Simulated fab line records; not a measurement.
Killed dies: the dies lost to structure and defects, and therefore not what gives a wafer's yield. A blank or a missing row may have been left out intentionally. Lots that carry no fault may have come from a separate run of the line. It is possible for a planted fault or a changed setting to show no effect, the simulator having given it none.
Chamber matching :: flow berkeleyCmos170 :: 4 sister chambers for UCB170_ZERO_ETCH_06 on rieDiel-01
The step etches SiO2 in CHF3/CF4/Ar, time 12 s. 4 wafers are shown with their chamber, then 9 later ones without.

== EACH WAFER AND ITS CHAMBER ==
wafer: L083.5
chamber: 1
throttleValvePct (%): 9.22

wafer: L084.2
chamber: 0
throttleValvePct (%): 9.37

wafer: L084.3
chamber: 2
throttleValvePct (%): 9.05

wafer: L084.4
chamber: 3
throttleValvePct (%): 9.22

== WAFERS WHOSE CHAMBER IS MISSING ==
wafer: L090.1
throttleValvePct (%): 9.40

wafer: L090.4
throttleValvePct (%): 9.05

wafer: L090.5
throttleValvePct (%): 9.06

wafer: L094.3
throttleValvePct (%): 9.07

wafer: L094.4
throttleValvePct (%): 9.24

wafer: L094.5
throttleValvePct (%): 9.24

wafer: L096.1
throttleValvePct (%): 9.25

wafer: L096.2
throttleValvePct (%): 9.08

wafer: L096.5
throttleValvePct (%): 9.25

== CHAMBER TAKEN BY EACH ==
wafer: L090.1
from the rows above: 0
in truth: 0

wafer: L090.4
from the rows above: 2
in truth: 2

wafer: L090.5
from the rows above: 2
in truth: 2

wafer: L094.3
from the rows above: 2
in truth: 2

wafer: L094.4
from the rows above: can't be placed: 1 or 3
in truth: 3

wafer: L094.5
from the rows above: can't be placed: 1 or 3
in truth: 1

wafer: L096.1
from the rows above: can't be placed: 1 or 3
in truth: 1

wafer: L096.2
from the rows above: 2
in truth: 2

wafer: L096.5
from the rows above: can't be placed: 1 or 3
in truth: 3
Correctly placed: 5 of 9. These rows do not allow placing 4 (true chamber among the candidates in 4). Wrongly placed: 0.
How it was worked out, from the rows above alone: a wafer's distance from a chamber is the root of the sum, over the readings, of the square of ((its reading less the chamber's mean) divided by the reading's scatter). If the next closest chamber is less than 2 further off than the closest, the wafer can't be placed; otherwise it belongs to the closest. The mean given for a chamber averages the wafers shown for that chamber. The scatter (one wafer shown for each chamber): square how far every hidden wafer sits from the nearest shown wafer, average those squares and take the square root.
